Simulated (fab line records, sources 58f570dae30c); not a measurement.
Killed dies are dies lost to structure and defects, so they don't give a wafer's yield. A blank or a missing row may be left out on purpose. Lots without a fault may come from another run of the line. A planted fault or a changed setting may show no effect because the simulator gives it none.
Which tool did it? | flow berkeley_cmos170 | 15 lots, 45 wafers sampled, at 5 steps of a route of 331

WHAT THE GAUGES READ, wafer by wafer
UCB170_NWELL_THK_MEAS_02. Usual: NWELL_OXIDE_THK 26.4 nm, standard deviation 0.5.
lot  | measured    | on            | NWELL_OXIDE_THK (nm) | flag
L697 | day 1 23:31 | film_metro-03 | 25.7 26.0 26.4       |
L698 | day 2 04:50 | film_metro-04 | 26.0 26.0 26.2       |
L699 | day 2 11:19 | film_metro-03 | 26.3 26.9 25.8       |
L700 | day 2 12:40 | film_metro-03 | 26.3 26.4 26.4       |
L702 | day 2 23:30 | film_metro-04 | 27.1 26.8 26.8       |
L703 | day 3 04:32 | film_metro-01 | 26.0 26.1 26.4       |
L705 | day 3 21:56 | film_metro-03 | 26.6 27.0 27.3       |
L706 | day 3 21:56 | film_metro-01 | 26.9 26.3 27.4       |
L708 | day 4 02:17 | film_metro-01 | 27.2 26.6 26.7       |
L709 | day 4 12:18 | film_metro-04 | 24.2 24.0 23.7       | OFF
L710 | day 4 16:19 | film_metro-04 | 23.5 24.1 23.9       | OFF
L711 | day 4 16:19 | film_metro-01 | 22.9 22.9 23.6       | OFF
L712 | day 4 21:56 | film_metro-01 | 26.4 26.3 26.3       |
L713 | day 5 07:47 | film_metro-04 | 25.8 25.8 26.2       |
L718 | day 6 12:11 | film_metro-03 | 25.9 25.3 25.9       |

UCB170_CONTACT_THK_MEAS_02. Usual: CONTACT_PSG_THK 700 nm, standard deviation 6.8.
lot  | measured     | on            | CONTACT_PSG_THK (nm) | flag
L697 | day 6 14:02  | film_metro-04 | 700 696 696          |
L698 | day 6 14:04  | film_metro-01 | 702 698 700          |
L699 | day 7 06:49  | film_metro-02 | 708 701 706          |
L700 | day 7 06:49  | film_metro-04 | 700 703 696          |
L702 | day 7 23:12  | film_metro-02 | 702 703 707          |
L703 | day 8 06:10  | film_metro-04 | 689 695 696          |
L705 | day 8 14:05  | film_metro-04 | 696 699 703          |
L706 | day 9 00:37  | film_metro-02 | 698 697 701          |
L708 | day 9 02:23  | film_metro-04 | 702 704 700          |
L709 | day 9 18:39  | film_metro-01 | 699 701 703          |
L710 | day 9 20:07  | film_metro-04 | 690 691 695          |
L711 | day 9 18:19  | film_metro-02 | 708 701 704          |
L712 | day 10 03:43 | film_metro-04 | 704 701 698          |
L713 | day 10 18:55 | film_metro-02 | 689 689 685          |
L718 | day 11 12:42 | film_metro-01 | 693 690 689          |

UCB170_V1_OVL_MEAS_13. Usual: V1_OVL -2 nm, standard deviation 4.5.
lot  | measured     | on         | V1_OVL (nm) | flag
L697 | day 7 05:25  | overlay-01 | -10 -11 -5  |
L698 | day 7 05:09  | overlay-02 | -4 7 2      |
L699 | day 7 17:41  | overlay-02 | -11 -11 -5  |
L700 | day 7 17:49  | overlay-01 | -4 -2 -1    |
L702 | day 8 14:01  | overlay-02 | 0 9 3       |
L703 | day 8 14:16  | overlay-01 | -2 -2 3     |
L705 | day 9 00:39  | overlay-01 | -4 -2 -3    |
L706 | day 9 12:55  | overlay-01 | -4 4 -4     |
L708 | day 9 13:15  | overlay-02 | 0 -5 -1     |
L709 | day 10 05:05 | overlay-02 | 1 -2 -3     |
L710 | day 10 08:46 | overlay-02 | 1 -1 2      |
L711 | day 10 05:13 | overlay-01 | -2 -7 -6    |
L712 | day 10 15:54 | overlay-02 | 5 1 -4      |
L713 | day 11 06:38 | overlay-02 | 1 0 -4      |
L718 | day 12 02:29 | overlay-02 | 0 -2 -2     |

WHICH TOOL RAN EACH LOT (tool, then ch and the chambers of the sampled wafers, then the start)
lot  | UCB170_ZERO_STRIP_07                | UCB170_NWELL_OXIDATION_01
L697 | plasma_asher-03 ch 0,1, day 1 19:59 | furnace-01 ch 0, day 1 22:10
L698 | plasma_asher-02 ch 0,1, day 1 23:34 | furnace-04 ch 0, day 2 03:27
L699 | plasma_asher-03 ch 0,1, day 2 06:56 | furnace-02 ch 0, day 2 09:58
L700 | plasma_asher-01 ch 0,1, day 2 10:07 | furnace-02 ch 0, day 2 11:19
L702 | plasma_asher-01 ch 0,1, day 2 20:59 | furnace-02 ch 0, day 2 22:09
L703 | plasma_asher-02 ch 0,1, day 3 00:25 | furnace-04 ch 0, day 3 03:11
L705 | plasma_asher-02 ch 0,1, day 3 15:38 | furnace-01 ch 0, day 3 20:35
L706 | plasma_asher-01 ch 0,1, day 3 17:26 | furnace-01 ch 0, day 3 20:35
L708 | plasma_asher-03 ch 1, day 4 00:34   | furnace-01 ch 0, day 4 00:56
L709 | plasma_asher-02 ch 0,1, day 4 06:29 | furnace-01 ch 0, day 4 10:57
L710 | plasma_asher-02 ch 0,1, day 4 14:09 | furnace-01 ch 0, day 4 14:58
L711 | plasma_asher-03 ch 0, day 4 14:34   | furnace-01 ch 0, day 4 14:58
L712 | plasma_asher-01 ch 0,1, day 4 18:58 | furnace-04 ch 0, day 4 20:35
L713 | plasma_asher-01 ch 0,1, day 5 04:34 | furnace-04 ch 0, day 5 06:26
L718 | plasma_asher-03 ch 0,1, day 6 05:29 | furnace-04 ch 0, day 6 10:49
- UCB170_ZERO_STRIP_07: strips in O2.
- UCB170_NWELL_OXIDATION_01: target thk 26.4 nm, ox time 1260 s.

WHAT THE TOOLS THEMSELVES READ (means of the sampled wafers that have a number; where no wafer has one, the mark that the record gives instead)
UCB170_ZERO_STRIP_07. Usual: drypump_motor_current_A 5.8 A, standard deviation 0.44; oes_product_au 0.726 a.u., standard deviation 0.0045; strip_time_to_endpoint_s 21.48 s, standard deviation 0.07.
lot  | tool            | drypump_motor_current_A (A) | oes_product_au (a.u.) | strip_time_to_endpoint_s (s) | flag
L697 | plasma_asher-03 | 5.8                         | 0.725                 | 21.48                        |
L698 | plasma_asher-02 | 6.3                         | 0.723                 | 21.51                        |
L699 | plasma_asher-03 | 5.8                         | 0.727                 | 21.42                        |
L700 | plasma_asher-01 | 5.4                         | 0.728                 | 21.44                        |
L702 | plasma_asher-01 | 5.4                         | 0.725                 | 21.39                        |
L703 | plasma_asher-02 | 6.0                         | 0.727                 | 21.48                        |
L705 | plasma_asher-02 | 6.0                         | 0.730                 | 21.45                        |
L706 | plasma_asher-01 | 5.4                         | 0.724                 | 21.46                        |
L708 | plasma_asher-03 | 5.5                         | 0.724                 | 21.39                        |
L709 | plasma_asher-02 | 6.3                         | 0.730                 | 21.36                        |
L710 | plasma_asher-02 | 6.4                         | 0.726                 | 21.48                        |
L711 | plasma_asher-03 | 6.0                         | 0.727                 | 21.56                        |
L712 | plasma_asher-01 | 5.4                         | 0.728                 | 21.53                        |
L713 | plasma_asher-01 | 5.2                         | 0.725                 | 21.53                        |
L718 | plasma_asher-03 | 5.8                         | 0.725                 | 21.39                        |

THE ANSWER, worked out from the rows above alone
Rule: a lot is off if the mean of its wafers that have a number lies more than 3 standard deviations from the usual mean. A lot without any number at a reading at which 4 lots or more have one is off too. The other lots that the step has rows for count as sound. The gauges are gone through in route order, then the tools' own readings, and for those a lot's mean is taken as printed above. The first step at which some lot is off is used, and at that step the reading that is off furthest; a lot without a number counts as furthest.
Off: L709, L710, L711, at UCB170_NWELL_THK_MEAS_02 (NWELL_OXIDE_THK).
A tool fits if, at a process step before that reading, it ran every lot that is off, and no sound lot after the first of them. The gauges at UCB170_NWELL_THK_MEAS_02 are tried like those tools. One fits: furnace-01 at UCB170_NWELL_OXIDATION_01. Its last sound lot is L708 (day 4 00:56), its first lot that is off L709 (day 4 10:57): a fault that began between those two fits.

WHAT THE SIMULATOR HAD PUT IN
Process parameter drift: furnace-01, from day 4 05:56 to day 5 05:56, at UCB170_NWELL_OXIDATION_01. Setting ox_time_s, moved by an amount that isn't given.
Lots struck among those shown: L709, L710, L711. The rule above found the same.
